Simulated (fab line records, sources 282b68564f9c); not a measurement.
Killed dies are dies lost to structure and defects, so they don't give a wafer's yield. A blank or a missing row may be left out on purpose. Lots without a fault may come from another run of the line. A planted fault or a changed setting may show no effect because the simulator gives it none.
fab line records | flow rit_cmos | part 2 of 2: steps 39 to 43 of 43
record lots=6 wafers=18 last_day=7
route steps=202 shown SDANNEAL@155 PSD@157 NSD@158 PLDD@159 NLDD@160 SILICIDE@161 CONTACT@168 M1@184
lots that met no fault: from a run of the same line without faults
start_h: hours from the record's first day to the start of the lot's first wafer shown | wait_h: hours since the lot's step before | " the same as in the row above | L1.1+2: a row that stands for several wafers | - no value, or no start given | * or withheld: withheld | < > ~ a bound
route shown NAME@n: a module of which the file shows steps, and the number in the route of the first | usual: mean/standard deviation of fault-free wafers | same: alike in all rows | chamber/n: place in a boat | sites: the reading at each site | _std_site: their standard deviation | _edge_site: outer sites' mean less inner sites' | radius_mm: how far each site lies from the wafer's centre | mask NAME#n: copy n | behind: the tool/chamber that last shaped the wafer | hold: why the lot was held/for how many hours/how that ended | device: the transistor (n, p or np) that didn't switch | end of line: the same wafers' tests at the end of the route | a step without rows: its recipe alone | killed: dies lost to structure and defects at the first sort, not the wafer's yield | map: a wafer's dies, x killed, . not, _ none there
set.NAME: the setting as run; set.NAME@STEP: as run at that earlier step | model.NAME: the simulator's own value behind a step, which no gauge read
lots at some steps of the route; a table a step, a row a wafer
services: from which hour (start_h, from the record's first day; less than 0 if before it) a tool's chamber was out of use, for how many hours, and why
## steps
# step RIT_M1_CD_MEAS_09
# recipe target_cd_nm=2600
# usual cd_nm=2599.8/1.9
# columns lot.wafer tool chamber start_h wait_h cd_nm
L231.1 cd_sem-01 - 57.30 - 2599.1
L231.2 " - " " 2597.5
L231.6 " - " " 2595.2
L235.3 cd_sem-01 - 76.11 - 2599.4
L235.4 " - " " 2600.2
L235.6 " - " " 2598.8
L245.2 cd_sem-01 - 125.00 - 2600.7
L245.5 " - " " 2601.9
L245.6 " - " " 2600.4
L247.1 cd_sem-01 - 135.00 - 2600.7
L247.3 " - " " 2599.4
L247.6 " - " " 2599.3
L252.2 cd_sem-01 - 159.13 - 2600.2
L252.4 " - " " 2596.3
L252.6 " - " " 2598.1
L254.4 cd_sem-02 - 168.91 - 2603.6
L254.5 " - " " 2600.3
L254.6 " - " " 2602.2
# step RIT_M1_OVL_MEAS_10
# usual M1_OVL=-0.3/1.8
# columns lot.wafer tool chamber start_h wait_h M1_OVL[nm]
L231.1 overlay-02 - 57.42 0.1 2.0
L231.2 " - " " 1.5
L231.6 " - " " 0.8
L235.3 overlay-02 - 76.20 0.1 0.9
L235.4 " - " " 0.1
L235.6 " - " " -0.6
L245.2 overlay-01 - 125.11 0.1 -3.1
L245.5 " - " " -1.7
L245.6 " - " " -3.8
L247.1 overlay-01 - 135.12 0.1 0.1
L247.3 " - " " -0.3
L247.6 " - " " 1.3
L252.2 overlay-01 - 159.23 0.1 -0.5
L252.4 " - " " -1.9
L252.6 " - " " -1.1
L254.4 overlay-01 - 168.99 0.1 -1.0
L254.5 " - " " -0.6
L254.6 " - " " 0.1
# step RIT_M1_HARDBAKE_11
# recipe resist=NOVOLAK temp_c=140 time_s=120
# step RIT_M1_METAL_ETCH_12
# recipe stop_on=SiO2 chemistry=Cl2/BCl3 target=Al time_s=165 over_etch_frac=0.5 pressure_mtorr=100 target_depth_a=6000 rf_w=250 Cl2_flow_sccm=60 bcl3_flow_sccm=50
# step RIT_M1_PROBE_99
# usual killed_at_M0_to_M3=0.0/0.14 killed_at_contacts=0.0/0.22 killed_at_front_end=6.5/3 killed_dies=6.6/3 killed_open=3.4/2.2 killed_short=3.3/1.7
# same gross_dies=264 killed_at_M4_up=0 killed_at_back_side=0 killed_at_other=0
# columns lot.wafer tool chamber start_h wait_h killed_at_M0_to_M3 killed_at_contacts killed_at_front_end killed_dies killed_open killed_short model.etest.npoly_sal.rs_ohm_sq model.etest.pplus_sal.rs_ohm_sq model.etest.nplus_sal.rs_ohm_sq model.etest.ppoly_sal.rs_ohm_sq model.etest.pplus_sal.line_ohm_um model.etest.nplus_sal.line_ohm_um
L231.1 prober-01 - 59.96 0.1 0 0 3 3 1 2 4.193 4.123 4.121 4.107 1.196 1.214
L231.2 prober-01 - 60.01 0.1 0 0 3 3 1 2 4.191 4.167 4.169 4.159 1.214 1.191
L231.6 prober-01 - 60.21 0.2 0 0 7 7 2 5 4.21 4.179 4.188 4.19 1.212 1.214
L235.3 prober-01 - 79.05 0.2 0 0 8 8 4 4 4.189 4.165 4.151 4.153 1.203 1.202
L235.4 prober-01 - 79.10 0.2 1 0 8 9 5 4 4.224 4.199 4.164 4.197 1.205 1.213
L235.6 prober-01 - 79.20 0.2 0 0 8 8 2 6 4.221 4.19 4.202 4.207 1.213 1.218
L245.2 prober-01 - 127.87 0.1 0 0 5 5 2 3 4.097 4.061 4.047 4.035 1.164 1.177
L245.5 prober-01 - 128.02 0.2 0 0 5 5 2 3 4.118 4.091 4.073 4.08 1.188 1.187
L245.6 prober-01 - 128.07 0.2 0 0 0 0 0 0 4.1 4.067 4.084 4.038 1.185 1.17
L247.1 prober-01 - 138.36 0.1 0 0 9 9 7 2 4.049 3.998 3.988 4.005 1.152 1.163
L247.3 prober-01 - 138.46 0.2 0 0 6 6 2 4 4.159 4.13 4.155 4.165 1.202 1.168
L247.6 prober-01 - 138.61 0.2 0 0 1 1 0 1 4.042 4.05 4.039 4.024 1.155 1.16
L252.2 prober-02 - 162.90 0.1 0 0 9 9 4 5 4.218 4.171 4.147 4.171 1.196 1.212
L252.4 prober-02 - 163.00 0.2 0 0 9 9 5 4 4.27 4.236 4.218 4.203 1.21 1.212
L252.6 prober-02 - 163.10 0.2 0 1 4 5 2 3 4.245 4.221 4.204 4.21 1.221 1.221
L254.4 prober-02 - 171.66 0.2 0 0 7 7 5 2 4.253 4.268 4.2 4.256 1.21 1.186
L254.5 prober-02 - 171.71 0.2 0 0 8 8 2 6 4.235 4.173 4.184 4.199 1.222 1.21
L254.6 prober-02 - 171.76 0.2 0 0 7 7 3 4 4.289 4.257 4.25 4.262 1.248 1.23
# killed by level:class
L231.1 FOX1:geometric_particle:short=1 SILICIDE:geometric_particle:short=1 SILICIDE:geometric_particle:open=1
L231.2 SILICIDE:geometric_particle:short=1 REOX:geometric_particle:open=1 REOX:geometric_particle:short=1
L231.6 GATE:geometric_particle:short=2 REOX:geometric_particle:open=1 REOX:geometric_particle:short=1 SPACER:geometric_particle:short=1 SILICIDE:geometric_particle:open=1 SILICIDE:geometric_particle:short=1
L235.3 GATE:geometric_particle:short=2 GATE:geometric_particle:open=2 FOX2:geometric_particle:open=1 FOX2:geometric_particle:short=1 SPACER:geometric_particle:open=1 SILICIDE:geometric_particle:short=1
L235.4 GATE:geometric_particle:open=3 GATE:geometric_particle:short=2 SPACER:geometric_particle:short=1 SPACER:geometric_particle:open=1 SILICIDE:geometric_particle:open=1 M1:geometric_particle:short=1
L235.6 GATE:geometric_particle:short=2 FOX1:geometric_particle:short=1 FOX2:geometric_particle:short=1 FOX2:geometric_particle:open=1 GATE:geometric_particle:open=1 REOX:geometric_particle:short=1 SPACER:geometric_particle:short=1
L245.2 FOX1:geometric_particle:short=1 FOX2:geometric_particle:short=1 GATE:geometric_particle:open=1 REOX:geometric_particle:short=1 REOX:geometric_particle:open=1
L245.5 SILICIDE:geometric_particle:short=2 FOX1:geometric_particle:open=1 REOX:geometric_particle:short=1 SILICIDE:geometric_particle:open=1
L245.6
L247.1 GATE:geometric_particle:open=3 REOX:geometric_particle:short=2 SILICIDE:geometric_particle:open=2 FOX1:geometric_particle:open=1 REOX:geometric_particle:open=1
L247.3 GATE:geometric_particle:open=2 REOX:geometric_particle:short=2 FOX1:geometric_particle:short=1 SPACER:geometric_particle:short=1
L247.6 SILICIDE:geometric_particle:short=1
L252.2 FOX1:geometric_particle:short=2 GATE:geometric_particle:short=2 FOX1:geometric_particle:open=1 GATE:geometric_particle:open=1 REOX:geometric_particle:open=1 SPACER:geometric_particle:short=1 SPACER:geometric_particle:open=1
L252.4 GATE:geometric_particle:short=4 FOX1:geometric_particle:open=2 FOX2:geometric_particle:open=2 REOX:geometric_particle:open=1
L252.6 FOX2:geometric_particle:open=1 SPACER:geometric_particle:short=1 SILICIDE:geometric_particle:open=1 SILICIDE:geometric_particle:short=1 CONTACT:geometric_particle:short=1
L254.4 FOX2:geometric_particle:open=2 FOX1:geometric_particle:open=1 FOX2:geometric_particle:short=1 GATE:geometric_particle:open=1 GATE:geometric_particle:short=1 REOX:geometric_particle:open=1
L254.5 GATE:geometric_particle:short=4 FOX2:geometric_particle:short=1 FOX2:geometric_particle:open=1 REOX:geometric_particle:open=1 SPACER:geometric_particle:short=1
L254.6 GATE:geometric_particle:open=2 SILICIDE:geometric_particle:short=2 FOX1:geometric_particle:open=1 FOX2:geometric_particle:short=1 GATE:geometric_particle:short=1
## services
# columns tool chamber start_h hours kind
pvd_sputter-04 - 29.95 1.8 repair
plasma_asher-03 - 36.07 1.1 repair
rie_diel-02 3 42.94 12.6 repair
rie_diel-03 1 56.06 6.7 repair
rie_diel-01 0 59.10 5.6 repair
pecvd-04 1 73.71 29.5 repair
pecvd-02 - 75.31 2.8 pm
rie_diel-02 3 76.76 2.7 repair
rie_diel-01 - 76.79 0.7 repair
rie_diel-01 1 80.48 - clean
rie_diel-01 1 80.48 23.1 scheduled_down
rie_diel-01 1 80.48 23.1 vent_cycle
pvd_sputter-04 - 94.76 9.3 repair
rie_diel-01 3 103.58 - clean
rie_diel-01 3 103.58 15.2 scheduled_down
rie_diel-01 3 103.58 15.2 vent_cycle
pvd_sputter-04 - 120.48 9.6 repair
pvd_sputter-04 - 132.06 3.4 repair
rie_diel-03 3 133.17 10.2 repair
pecvd-02 0 133.48 7.9 repair
pecvd-03 - 140.22 6.0 pm
rtp_anneal-02 - 145.45 1.2 pm
## key
first_sign none at tools or gauges
model_effect step=RIT_M1_PROBE_99 value=etest.npoly_sal.rs_ohm_sq without=4.239 struck=4.094
met_at RIT_SILICIDE_RTA_06
struck_wafers L245.2,L245.5,L245.6,L247.1,L247.3,L247.6
tester_left_out L245,L247
onset_between 72.19 121.03
also_fits RIT_SILICIDE_RTA_04:rtp_anneal-01
fault kind=process_parameter_drift tool=rtp_anneal-02 chamber=- onset_h=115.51 steps=RIT_SILICIDE_RTA_06 channel=time_s offset=* shape=step end_h=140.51 acts_in=* stated=*
# tester_left_out: of these lots the tester's yield and bins aren't shown, on N5 and GAA mostly nor the transistor test; their killed dies are dies lost to structure and defects alone, not to doping, threshold or leakage, so they don't give the yield
